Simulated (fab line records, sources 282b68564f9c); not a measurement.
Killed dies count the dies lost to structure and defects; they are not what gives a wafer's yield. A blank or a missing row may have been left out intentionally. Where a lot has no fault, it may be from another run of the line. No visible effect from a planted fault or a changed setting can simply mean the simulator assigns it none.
fab line records	flow ritCmos
record: lots: 6	wafers: 18	lastDay: 8
route steps=202 shown FOX2@25 NWELL@28 PWELL@39 WELLDRIVE@50 NRETRO@53 PRETRO@64 CONTACT@179
lots untouched by any fault: they come from a run of this same line in which no faults occurred
startH: the number of hours between the record's first day and the start of the first shown wafer of the lot	waitH: how many hours have passed since the lot's step before this one	" repeats the value in the row above	L1.1+2: one row covering several wafers at once	- either no value or no given start	* or withheld: withheld	< > ~ a bound
route shown NAME@n: NAME is a module with steps in the file, n the number in the route of the first one	usual: average and standard deviation across the fault-free wafers	same: alike in all rows	chamber/n: place in a boat	sites: per-site readings	_std_site: their standard deviation	_edge_site: inner sites' mean taken away from outer sites' mean	radiusMm: for every site, how far away it sits from the centre of the wafer	mask NAME#n: copy n	behind: tool/chamber where the wafer was last shaped	hold: why the lot was held/for how many hours/how that ended	device: the n, p or np transistor that did not switch	end of line: the tests these same wafers got at the end of their route	step lacking rows: just its recipe	killed: not the wafer's yield, but the dies lost to structure and defects at the first sort	map: dies across one wafer; x = killed, . = not, _ = none there
set.NAME: the setting that was run; set.NAME@STEP: the one run at that earlier step	model.NAME: the simulator's own value behind a step, which no gauge read
a table for each step, a row for each wafer; lots at some steps of the route
services: a tool's chamber out of use, with start hour (startH, from the record's first day; less than 0 if before it), hours out, and reason
== steps ==
step: RIT_FOX2_CLEAN_02
recipe: chemistry: dHF	dilution: 50:1	timeS: 180
step: RIT_FOX2_WET_ETCH_03
recipe: chemistry: H3PO4	target: Si3N4	targetDepthNm: 195	tempC: 165	timeS: 2700
step: RIT_FOX2_THK_MEAS_90
recipe: reads: SiO2_of_FOX2_OXIDATION_00
usual: FIELD_OXIDE_LEFT_1_THK: 324/7.5
lot.wafer	tool	chamber	startH	waitH	FIELD_OXIDE_LEFT_1_THK[nm]
L640.1	filmMetro-04	-	29.98	0.0	331
L640.4	"	-	"	"	330
L640.5	"	-	"	"	328
L656.3	filmMetro-04	-	113.61	0.0	328
L656.5	"	-	"	"	326
L656.6	"	-	"	"	328
L657.1	filmMetro-04	-	125.79	0.0	327
L657.3	"	-	"	"	332
L657.6	"	-	"	"	329
L658.1	filmMetro-02	-	125.79	0.0	320
L658.2	"	-	"	"	317
L658.6	"	-	"	"	316
L659.1	filmMetro-02	-	130.94	0.0	325
L659.5	"	-	"	"	329
L659.6	"	-	"	"	327
L660.3	filmMetro-02	-	143.17	0.0	330
L660.4	"	-	"	"	338
L660.5	"	-	"	"	337
step: RIT_NWELL_HMDS_00
recipe: primeTimeS: 60	primeTempC: 140
step: RIT_NWELL_COAT_01
recipe: resist: NOVOLAK	spinRpm: 2000	resistThkNm: 1300
step: RIT_NWELL_SOFTBAKE_02
recipe: resist: NOVOLAK	tempC: 90	timeS: 60
step: RIT_NWELL_EXPOSE_03
recipe: maskId: M2	na: 0.57	targetCdNm: 43900	doseMj: 250
step: RIT_NWELL_PEB_04
recipe: resist: NOVOLAK	tempC: withheld	timeS: withheld
step: RIT_NWELL_DEVELOP_05
recipe: resist: NOVOLAK	developTimeS: 68	devTempC: 23
step: RIT_NWELL_OVL_MEAS_06
usual: NWELL_OVL: 0.7/1.3
lot.wafer	tool	chamber	startH	waitH	NWELL_OVL[nm]
L640.1	overlay-02	-	30.92	-	0.2
L640.4	"	-	"	"	-0.3
L640.5	"	-	"	"	-0.7
L656.3	overlay-02	-	114.55	-	0.1
L656.5	"	-	"	"	0.1
L656.6	"	-	"	"	0.2
L658.1	overlay-01	-	126.86	-	1.2
L658.2	"	-	"	"	1.3
L658.6	"	-	"	"	3.5
L657.1	overlay-01	-	127.10	-	1.4
L657.3	"	-	"	"	0.8
L657.6	"	-	"	"	1.1
L659.1	overlay-02	-	132.01	-	1.3
L659.5	"	-	"	"	1.7
L659.6	"	-	"	"	-0.1
L660.3	overlay-01	-	144.47	-	4.3
L660.4	"	-	"	"	3.0
L660.5	"	-	"	"	1.9
step: RIT_NWELL_HARDBAKE_07
recipe: resist: NOVOLAK	tempC: 140	timeS: 120
step: RIT_NWELL_IMPLANT_08
recipe: species: P	energyKev: 170	doseCm2: 5e+13	tiltDeg: 7
step: RIT_NWELL_STRIP_09
recipe: chemistry: O2	timeS: 180	resist: NOVOLAK	platenTempC: withheld	powerW: 500	pressureMtorr: 4000	o2FlowSccm: 4000
usual: chamberPressureMTorr: 4000/3.5	drypumpMotorCurrentA: 5.7/0.38	rfReflPowerW: 6.9/1
lot.wafer	tool	chamber	startH	waitH	chamberPressureMTorr	drypumpMotorCurrentA	rfHoursCounterH	rfReflPowerW	model.NOVOLAK_of_NWELL_COAT_01.thkNm
L640.1	plasmaAsher-04	0	31.36	0.1	4004	5.3	42	7.8	0
L640.4	"	0	"	"	4003	5.3	-	8.2	0
L640.5	"	0	"	"	3999	5.3	-	8.0	0
L656.3	plasmaAsher-04	1	115.03	0.1	-	-	-	-	1143
L656.5	"	1	"	"	-	-	-	-	1137
L656.6	"	0	"	"	-	-	-	-	1142
L658.1	plasmaAsher-02	0	127.29	0.1	4003	6.5	1	8.3	0
L658.2	"	1	"	"	4002	5.9	1	6.3	0
L658.6	"	0	"	"	3996	6.5	-	8.4	0
L657.1	plasmaAsher-04	0	127.54	0.1	-	-	-	-	1141
L657.3	"	1	"	"	-	-	-	-	1137
L657.6	"	0	"	"	-	-	-	-	1140
L659.1	plasmaAsher-04	0	132.70	0.1	4005	5.3	53	7.7	0
L659.5	"	0	"	"	4000	5.3	-	7.8	0
L659.6	"	1	"	"	3999	5.9	-	6.9	0
L660.3	plasmaAsher-03	1	144.95	0.1	3998	5.2	-	6.1	0
L660.4	"	0	"	"	4004	5.7	-	5.1	0
L660.5	"	1	"	"	4004	5.2	-	6.1	0
step: RIT_NWELL_TW_MEAS_10
usual: NWELL_TW: 2154/16
lot.wafer	tool	chamber	startH	waitH	NWELL_TW
L640.1	filmMetro-04	-	31.53	0.1	2154
L640.4	"	-	"	"	2149
L640.5	"	-	"	"	2151
L656.3	filmMetro-02	-	115.16	0.1	2157
L656.5	"	-	"	"	2142
L656.6	"	-	"	"	2162
L658.1	filmMetro-02	-	127.47	0.1	2141
L658.2	"	-	"	"	2148
L658.6	"	-	"	"	2153
L657.1	filmMetro-03	-	127.71	0.1	2191
L657.3	"	-	"	"	2180
L657.6	"	-	"	"	2186
L659.1	filmMetro-02	-	132.87	0.1	2162
L659.5	"	-	"	"	2153
L659.6	"	-	"	"	2153
L660.3	filmMetro-03	-	145.09	0.1	2165
L660.4	"	-	"	"	2184
L660.5	"	-	"	"	2174
step: RIT_PWELL_HMDS_00
recipe: primeTimeS: 60	primeTempC: 140
step: RIT_PWELL_COAT_01
recipe: resist: NOVOLAK	spinRpm: 2000	resistThkNm: 1300
step: RIT_PWELL_SOFTBAKE_02
recipe: resist: NOVOLAK	tempC: 90	timeS: 60
step: RIT_PWELL_EXPOSE_03
recipe: maskId: M3	na: 0.57	targetCdNm: 43700	doseMj: 250
step: RIT_PWELL_PEB_04
recipe: resist: NOVOLAK	tempC: withheld	timeS: withheld
step: RIT_PWELL_DEVELOP_05
recipe: resist: NOVOLAK	developTimeS: 68	devTempC: 23
step: RIT_PWELL_OVL_MEAS_06
usual: PWELL_OVL: 0.2/1.2
lot.wafer	tool	chamber	startH	waitH	PWELL_OVL[nm]
L640.1	overlay-01	-	32.60	-	-1.1
L640.4	"	-	"	"	0.1
L640.5	"	-	"	"	0.4
L656.3	overlay-02	-	116.22	-	-0.1
L656.5	"	-	"	"	0.2
L656.6	"	-	"	"	2.1
L658.1	overlay-01	-	128.53	-	0.5
L658.2	"	-	"	"	-0.2
L658.6	"	-	"	"	-0.2
L657.1	overlay-02	-	128.78	-	-0.2
L657.3	"	-	"	"	-0.1
L657.6	"	-	"	"	-1.0
L659.1	overlay-02	-	133.94	-	1.1
L659.5	"	-	"	"	2.8
L659.6	"	-	"	"	2.2
L660.3	overlay-02	-	146.14	-	-0.9
L660.4	"	-	"	"	-0.9
L660.5	"	-	"	"	-0.9
step: RIT_PWELL_HARDBAKE_07
recipe: resist: NOVOLAK	tempC: 140	timeS: 120
step: RIT_PWELL_IMPLANT_08
recipe: species: B	energyKev: 170	doseCm2: 7e+13	tiltDeg: 7
step: RIT_PWELL_STRIP_09
recipe: chemistry: O2	timeS: 180	resist: NOVOLAK	platenTempC: withheld	powerW: 500	pressureMtorr: 4000	o2FlowSccm: 4000
usual: chamberPressureMTorr: 4000/3.5	drypumpMotorCurrentA: 5.6/0.54	rfReflPowerW: 6.8/0.96
lot.wafer	tool	chamber	startH	waitH	chamberPressureMTorr	drypumpMotorCurrentA	rfHoursCounterH	rfReflPowerW
L640.1	plasmaAsher-01	1	33.03	0.1	4003	4.9	31	7.4
L640.4	"	0	"	"	3996	5.3	-	7.2
L640.5	"	1	"	"	4001	4.9	-	7.7
L656.3	plasmaAsher-01	1	116.70	0.1	4000	4.9	-	7.9
L656.5	"	1	"	"	4003	4.9	-	7.8
L656.6	"	0	"	"	3994	5.4	-	7.2
L658.1	plasmaAsher-02	1	128.97	0.1	3998	5.9	1	6.4
L658.2	"	0	"	"	3996	6.5	1	7.2
L658.6	"	0	"	"	4001	6.5	-	7.8
L657.1	plasmaAsher-01	1	129.21	0.1	4005	4.9	40	7.5
L657.3	"	0	"	"	3999	5.3	-	7.4
L657.6	"	1	"	"	4001	4.9	-	7.5
L659.1	plasmaAsher-01	1	134.37	0.1	4003	4.8	41	7.7
L659.5	"	0	"	"	4006	5.3	-	7.1
L659.6	"	1	"	"	4000	4.8	-	7.9
L660.3	plasmaAsher-02	0	146.62	0.1	4005	6.5	-	7.8
L660.4	"	1	"	"	4000	5.9	-	6.5
L660.5	"	0	"	"	4000	6.5	-	8.0
step: RIT_PWELL_TW_MEAS_10
usual: PWELL_TW: 953/6.8
lot.wafer	tool	chamber	startH	waitH	PWELL_TW
L640.1	filmMetro-04	-	33.21	0.1	955
L640.4	"	-	"	"	952
L640.5	"	-	"	"	948
L656.3	filmMetro-02	-	116.84	0.1	30
L656.5	"	-	"	"	30
L656.6	"	-	"	"	30
L658.1	filmMetro-04	-	129.14	0.1	947
L658.2	"	-	"	"	946
L658.6	"	-	"	"	946
L657.1	filmMetro-02	-	129.39	0.1	30
L657.3	"	-	"	"	30
L657.6	"	-	"	"	30
L659.1	filmMetro-02	-	134.55	0.1	954
L659.5	"	-	"	"	954
L659.6	"	-	"	"	953
L660.3	filmMetro-02	-	146.76	0.1	955
L660.4	"	-	"	"	958
L660.5	"	-	"	"	956
step: RIT_WELLDRIVE_ANNEAL_00
recipe: tempC: 1100	timeS: 14700	ambient: N2
step: RIT_WELLDRIVE_RS_MEAS_01
recipe: thkMeasGauge: four-point-probe
usual: NWELL_RS: 275.6/0.69
lot.wafer	tool	chamber	startH	waitH	NWELL_RS[ohm/sq]
L640.1	filmMetro-03	-	38.45	0.0	275.4
L640.4	"	-	"	"	275.9
L640.5	"	-	"	"	276.1
L656.3	filmMetro-04	-	126.22	0.0	275.8
L656.5	"	-	"	"	276.1
L656.6	"	-	"	"	275.6
L658.1	filmMetro-04	-	134.29	0.0	276.0
L658.2	"	-	"	"	275.7
L658.6	"	-	"	"	275.7
L657.1	filmMetro-02	-	135.15	0.0	275.3
L657.3	"	-	"	"	275.2
L657.6	"	-	"	"	274.6
L659.1	filmMetro-03	-	142.62	0.0	275.6
L659.5	"	-	"	"	275.4
L659.6	"	-	"	"	276.0
L660.3	filmMetro-03	-	152.55	0.0	276.6
L660.4	"	-	"	"	276.5
L660.5	"	-	"	"	276.3
step: RIT_WELLDRIVE_RS_MEAS_02
recipe: thkMeasGauge: four-point-probe
usual: PWELL_RS: 429.6/1.4
lot.wafer	tool	chamber	startH	waitH	PWELL_RS[ohm/sq]
L640.1	filmMetro-03	-	38.57	0.1	434.3
L640.4	"	-	"	"	432.0
L640.5	"	-	"	"	433.2
L656.3	filmMetro-04	-	126.34	0.1	428.8
L656.5	"	-	"	"	428.3
L656.6	"	-	"	"	428.2
L658.1	filmMetro-04	-	134.41	0.1	429.1
L658.2	"	-	"	"	428.9
L658.6	"	-	"	"	428.4
L657.1	filmMetro-02	-	135.27	0.1	428.6
L657.3	"	-	"	"	430.0
L657.6	"	-	"	"	430.2
L659.1	filmMetro-03	-	142.74	0.1	431.0
L659.5	"	-	"	"	430.0
L659.6	"	-	"	"	431.6
L660.3	filmMetro-03	-	152.67	0.1	429.1
L660.4	"	-	"	"	428.1
L660.5	"	-	"	"	428.9
step: RIT_NRETRO_HMDS_00
recipe: primeTimeS: 60	primeTempC: 140
step: RIT_NRETRO_COAT_01
recipe: resist: NOVOLAK	spinRpm: 2000	resistThkNm: 1300
step: RIT_NRETRO_SOFTBAKE_02
recipe: resist: NOVOLAK	tempC: 90	timeS: 60
step: RIT_NRETRO_EXPOSE_03
recipe: maskId: M4	na: 0.57	targetCdNm: 43900	doseMj: 250
step: RIT_NRETRO_PEB_04
recipe: resist: NOVOLAK	tempC: withheld	timeS: withheld
step: RIT_NRETRO_DEVELOP_05
recipe: resist: NOVOLAK	developTimeS: 68	devTempC: 23
step: RIT_NRETRO_OVL_MEAS_06
usual: NRETRO_OVL: -1.4/1.5
lot.wafer	tool	chamber	startH	waitH	NRETRO_OVL[nm]
L640.1	overlay-01	-	39.93	-	-2.3
L640.4	"	-	"	"	-1.0
L640.5	"	-	"	"	-2.3
L656.3	overlay-02	-	127.43	-	-1.1
L656.5	"	-	"	"	-2.8
L656.6	"	-	"	"	-0.7
L658.1	overlay-02	-	135.53	-	-2.4
L658.2	"	-	"	"	0.3
L658.6	"	-	"	"	-0.4
L657.1	overlay-02	-	136.27	-	0.2
L657.3	"	-	"	"	-1.1
L657.6	"	-	"	"	1.8
L659.1	overlay-01	-	143.86	-	-4.6
L659.5	"	-	"	"	-3.5
L659.6	"	-	"	"	-3.4
L660.3	overlay-01	-	154.01	-	-0.9
L660.4	"	-	"	"	-1.2
L660.5	"	-	"	"	-0.8
step: RIT_NRETRO_HARDBAKE_07
recipe: resist: NOVOLAK	tempC: 140	timeS: 120
step: RIT_NRETRO_IMPLANT_08
recipe: species: P	energyKev: 70	doseCm2: 1e+13	tiltDeg: 7
step: RIT_NRETRO_STRIP_09
recipe: chemistry: O2	timeS: 180	resist: NOVOLAK	platenTempC: withheld	powerW: 500	pressureMtorr: 4000	o2FlowSccm: 4000
usual: chamberPressureMTorr: 4000/3.9	drypumpMotorCurrentA: 5.4/0.34	rfReflPowerW: 6.7/1.1
lot.wafer	tool	chamber	startH	waitH	chamberPressureMTorr	drypumpMotorCurrentA	rfHoursCounterH	rfReflPowerW
L640.1	plasmaAsher-04	0	40.36	0.1	3995	5.3	43	7.8
L640.4	"	1	"	"	4004	5.9	-	7.1
L640.5	"	0	"	"	3999	5.3	-	8.0
L656.3	plasmaAsher-03	1	127.91	0.1	3998	5.2	-	5.8
L656.5	"	1	"	"	3996	5.2	-	5.7
L656.6	"	0	"	"	3998	5.8	-	4.6
L658.1	plasmaAsher-03	1	135.97	0.1	3999	5.2	34	5.8
L658.2	"	0	"	"	3999	5.8	34	5.0
L658.6	"	0	"	"	4002	5.8	-	4.7
L657.1	plasmaAsher-04	0	136.70	0.1	4002	5.3	53	7.8
L657.3	"	1	"	"	3995	5.9	-	7.0
L657.6	"	1	"	"	4004	5.9	-	7.2
L659.1	plasmaAsher-01	0	144.30	0.1	4000	5.4	41	7.1
L659.5	"	0	"	"	3996	5.4	-	7.3
L659.6	"	1	"	"	3992	4.9	-	7.7
L660.3	plasmaAsher-01	0	154.49	0.1	3995	5.3	-	7.1
L660.4	"	1	"	"	4009	4.9	-	7.5
L660.5	"	0	"	"	4001	5.3	-	7.2
step: RIT_NRETRO_TW_MEAS_10
usual: NRETRO_TW: 1051/9.5
lot.wafer	tool	chamber	startH	waitH	NRETRO_TW
L640.1	filmMetro-04	-	40.54	0.1	1054
L640.4	"	-	"	"	1048
L640.5	"	-	"	"	1056
L656.3	filmMetro-01	-	128.05	0.1	30
L656.5	"	-	"	"	30
L656.6	"	-	"	"	30
L658.1	filmMetro-01	-	136.14	0.1	1043
L658.2	"	-	"	"	1044
L658.6	"	-	"	"	1045
L657.1	filmMetro-01	-	136.88	0.1	30
L657.3	"	-	"	"	30
L657.6	"	-	"	"	30
L659.1	filmMetro-03	-	144.47	0.1	1066
L659.5	"	-	"	"	1068
L659.6	"	-	"	"	1071
L660.3	filmMetro-04	-	154.63	0.1	1046
L660.4	"	-	"	"	1047
L660.5	"	-	"	"	1051
step: RIT_PRETRO_HMDS_00
recipe: primeTimeS: 60	primeTempC: 140
step: RIT_PRETRO_COAT_01
recipe: resist: NOVOLAK	spinRpm: 2000	resistThkNm: 1300
step: RIT_PRETRO_SOFTBAKE_02
recipe: resist: NOVOLAK	tempC: 90	timeS: 60
step: RIT_PRETRO_TW_MEAS_10
usual: PRETRO_TW: 477/4.5
lot.wafer	tool	chamber	startH	waitH	PRETRO_TW
L640.1	filmMetro-01	-	42.09	0.1	471
L640.4	"	-	"	"	473
L640.5	"	-	"	"	472
L656.3	filmMetro-01	-	129.71	0.1	30
L656.5	"	-	"	"	30
L656.6	"	-	"	"	30
L658.1	filmMetro-03	-	137.82	0.1	482
L658.2	"	-	"	"	485
L658.6	"	-	"	"	483
L657.1	filmMetro-02	-	138.43	0.1	30
L657.3	"	-	"	"	30
L657.6	"	-	"	"	30
L659.1	filmMetro-03	-	146.15	0.1	482
L659.5	"	-	"	"	483
L659.6	"	-	"	"	483
L660.3	filmMetro-03	-	156.36	0.1	484
L660.4	"	-	"	"	484
L660.5	"	-	"	"	485
step: RIT_CONTACT_ETCH_11
recipe: targetDepthA: 4800	overEtchFrac: 0.2	stopOn: TiSi2	chemistry: CHF3/CF4/Ar	target: SiO2	CHF3_flow_sccm: 50	cf4FlowSccm: 10	Ar_flow_sccm: 100	O2_flow_sccm: 5	pressureMtorr: 100	rfW: 200	timeS: 320
usual: chamberPressureMTorr: 99.99/0.091	drypumpMotorCurrentA: 5.7/0.35	mfcArSccm: 100.05/0.29	oesProductAu: 0.991/0.014	throttleValvePct: 8.93/0.14
lot.wafer	tool	chamber	startH	waitH	chamberPressureMTorr	drypumpMotorCurrentA	mfcArSccm	oesProductAu	rfHoursCounterH	throttleValvePct	model.CONTACT.cdNm
L640.1	rieDiel-01	0	66.28	0.1	100.04	6.1	100.33	0.979	45	8.69	1002
L640.4	"	2	"	"	100.22	6.0	100.53	0.965	102	9.05	999.9
L640.5	"	0	"	"	100.17	6.1	100.02	0.972	-	8.69	1002
L656.3	rieDiel-02	3	160.82	0.1	99.91	5.6	99.85	0.985	44	9.17	977
L656.5	"	2	"	"	100.02	5.6	100.36	0.992	-	8.83	978.3
L656.6	"	1	"	"	99.86	6.1	100.13	0.993	-	8.84	977.6
L657.1	rieDiel-04	1	168.12	0.1	99.90	5.9	99.96	0.993	10	9.00	1002
L657.3	"	2	"	"	100.03	6.0	100.47	0.979	3	8.96	1003
L657.6	"	0	"	"	99.88	5.1	99.25	1.016	-	8.88	1002
L658.1	rieDiel-02	2	168.36	0.1	100.18	5.6	100.00	0.997	7	8.81	996.2
L658.2	"	3	"	"	99.93	5.6	100.34	0.989	44	9.16	997.8
L658.6	"	1	"	"	100.00	6.1	99.98	0.998	-	8.87	997.6
L659.1	rieDiel-04	2	180.06	0.1	99.90	6.0	100.47	0.981	3	8.98	1001
L659.5	"	2	"	"	100.08	6.0	100.24	0.989	-	8.98	999.8
L659.6	"	1	"	"	100.00	6.0	100.12	0.991	-	9.00	1001
L660.3	rieDiel-01	1	186.62	0.1	100.04	5.8	100.14	0.993	4	8.69	997.2
L660.4	"	1	"	"	100.10	5.8	100.96	0.993	-	8.70	995.7
L660.5	"	3	"	"	100.04	5.3	99.84	0.995	-	8.95	996.2
== services ==
tool	chamber	startH	hours	kind
rieDiel-02	2	18.31	1.7	repair
plasmaAsher-03	-	54.35	4.3	repair
plasmaAsher-01	-	54.84	6.3	repair
rieDiel-02	-	65.82	14.6	pm
rieDiel-04	2	67.37	2.4	repair
plasmaAsher-02	-	108.75	9.0	pm
plasmaAsher-02	0	108.75	9.0	ventCycle
plasmaAsher-02	1	108.75	9.0	ventCycle
plasmaAsher-02	0	117.75	-	clean
plasmaAsher-02	1	117.75	-	clean
rieDiel-01	1	132.79	2.2	repair
rieDiel-01	-	136.51	0.1	repair
rieDiel-02	0	156.97	3.9	repair
rieDiel-01	3	162.46	1.8	repair
rieDiel-02	0	163.51	-	clean
rieDiel-02	0	163.51	22.0	scheduledDown
rieDiel-02	0	163.51	22.0	ventCycle
rieDiel-02	2	170.87	18.4	repair
rieDiel-04	-	175.47	0.4	repair
plasmaAsher-02	-	180.85	0.5	repair
== key ==
firstSign: step: RIT_NWELL_STRIP_09	reading: toolRecord	direction: missing
effect: step: RIT_PWELL_TW_MEAS_10	reading: PWELL_TW	direction: down	sigmas: 99+	usual: 953	struck: 30
effect: step: RIT_NRETRO_TW_MEAS_10	reading: NRETRO_TW	direction: down	sigmas: 99+	usual: 1051	struck: 30
effect: step: RIT_PRETRO_TW_MEAS_10	reading: PRETRO_TW	direction: down	sigmas: 99+	usual: 477	struck: 30
modelEffect: step: RIT_NWELL_STRIP_09	value: NOVOLAK_of_NWELL_COAT_01.thkNm	without: 0	struck: 1140
modelEffect: step: RIT_CONTACT_ETCH_11	value: CONTACT.cdNm	without: 1000	struck: 990
metAt RIT_NWELL_STRIP_09
struckWafers L656.3,L656.5,L656.6,L657.1,L657.3,L657.6
sortLeftOut L656.3,L656.5,L656.6,L657.1,L657.3,L657.6
testerLeftOut L656,L657
loopTrim: step: RIT_CONTACT_EXPOSE_05	setting: dose	lots: L656
onsetBetween 31.36 115.03
fault: kind: skippedStepWhole	tool: plasmaAsher-04	chamber: -	onsetH: 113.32	steps: RIT_NWELL_STRIP_09	scope: struckLotsOnly
testerLeftOut: of these lots the tester's yield and bins aren't shown, on N5 and GAA mostly nor the transistor test; their killed dies are dies lost to structure and defects alone, not to doping, threshold or leakage, so they don't give the yield
sortLeftOut: the simulated sort isn't trusted on such a fault, so these wafers' sort isn't shown, and their yield isn't known
loopTrim: a control loop set the setting to another value than it would have without faults
